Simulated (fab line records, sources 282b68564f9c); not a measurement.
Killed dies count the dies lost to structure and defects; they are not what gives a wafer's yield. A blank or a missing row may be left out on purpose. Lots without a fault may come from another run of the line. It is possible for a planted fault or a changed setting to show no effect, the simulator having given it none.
Tool commonality check -- flow rit-cmos -- Sample size 13 lots and 39 wafers

## REASON IT WAS OPENED
1 of 13 lots carry a flag on the reading NRETRO_TW at RIT_NRETRO_TW_MEAS_10. No-fault wafers: 1055, standard deviation 6.8.
Rule: a lot gets a flag if all its wafers with a number sit over 4 standard deviations from that mean, or if no wafer of it has a number. The other lots count as sound.

lot,measured,on,"NRETRO_TW, wafer by wafer",flag
L321,day 2 12:58,film-metro-02,1051 1057 1050,
L322,day 2 16:04,film-metro-02,1049 1050 1052,
L323,day 2 20:41,film-metro-02,1049 1054 1047,
L324,day 3 01:39,film-metro-01,1060 1065 1068,
L325,day 3 08:50,film-metro-02,1042 1044 1046,
L326,day 3 12:31,film-metro-04,1059 1057 1052,
L327,day 3 17:34,film-metro-04,30 30 30,FLAGGED
L335,day 5 08:46,film-metro-04,1057 1060 1058,
L336,day 5 15:02,film-metro-04,1052 1055 1054,
L339,day 6 08:34,film-metro-04,1054 1052 1054,
L340,day 6 14:57,film-metro-01,1060 1063 1060,
L341,day 6 20:16,film-metro-04,1051 1056 1048,
L342,day 6 22:40,film-metro-04,1046 1048 1048,
The numbers of the flagged lots are 30 on average: -1025 against the usual, or -99 or more standard deviations.

## WHICH TOOL RAN EACH LOT
The record holds 1 process step before the reading, out of a route of 202 steps. Each cell gives the tool, then ch followed by the chambers the sampled wafers passed through, then the start.
lot,flag,RIT_NRETRO_EXPOSE_03
L321,,"iline-stepper-02 ch 0, day 2 11:56"
L322,,"iline-stepper-01 ch 0, day 2 15:02"
L323,,"iline-stepper-02 ch 0, day 2 19:38"
L324,,"iline-stepper-02 ch 0, day 3 00:37"
L325,,"iline-stepper-02 ch 0, day 3 07:46"
L326,,"iline-stepper-02 ch 0, day 3 11:28"
L327,FLAGGED,"iline-stepper-02 ch 0, day 3 16:32"
L335,,"iline-stepper-02 ch 0, day 5 07:43"
L336,,"iline-stepper-01 ch 0, day 5 14:00"
L339,,"iline-stepper-01 ch 0, day 6 07:32"
L340,,"iline-stepper-01 ch 0, day 6 13:54"
L341,,"iline-stepper-02 ch 0, day 6 19:14"
L342,,"iline-stepper-02 ch 0, day 6 21:30"
These steps, and what they do:
- RIT_NRETRO_EXPOSE_03: exposes mask M4, target cd 43900 nm.
- RIT_NRETRO_TW_MEAS_10

## FLAGGED AGAINST TOTAL, ONE TOOL AT A TIME (gauges that did the reading follow at the end)
step,tool,lots run,flagged,share of the flagged lots,sound lots run after its first flagged lot
RIT_NRETRO_EXPOSE_03,iline-stepper-01,4,0,none,-
RIT_NRETRO_EXPOSE_03,iline-stepper-02,9,1,all,"3 (L335,L341,L342)"
RIT_NRETRO_TW_MEAS_10,film-metro-01,2,0,none,-
RIT_NRETRO_TW_MEAS_10,film-metro-02,4,0,none,-
RIT_NRETRO_TW_MEAS_10,film-metro-04,7,1,all,"5 (L335,L336,L339,L341,L342)"

## THE TABLE: WHAT IT ALLOWS
iline-stepper-02 at RIT_NRETRO_EXPOSE_03 and film-metro-04 at RIT_NRETRO_TW_MEAS_10 are the 2 rows of the table that ran each flagged lot.
- iline-stepper-02 at RIT_NRETRO_EXPOSE_03 ran 9 lots, 1 of them flagged. After the first flagged lot (L335, L341, L342), sound lots still ran on it; a lasting fault on the whole tool would not permit that.
- film-metro-04 at RIT_NRETRO_TW_MEAS_10 ran 7 lots, 1 of them flagged. After the first flagged lot (L335, L336, L339, L341, L342), sound lots still ran on it; a lasting fault on the whole tool would not permit that.
Not one row of the table ran every flagged lot while running no sound lot after the first.

## WHAT WAS PUT IN BY THE SIMULATOR
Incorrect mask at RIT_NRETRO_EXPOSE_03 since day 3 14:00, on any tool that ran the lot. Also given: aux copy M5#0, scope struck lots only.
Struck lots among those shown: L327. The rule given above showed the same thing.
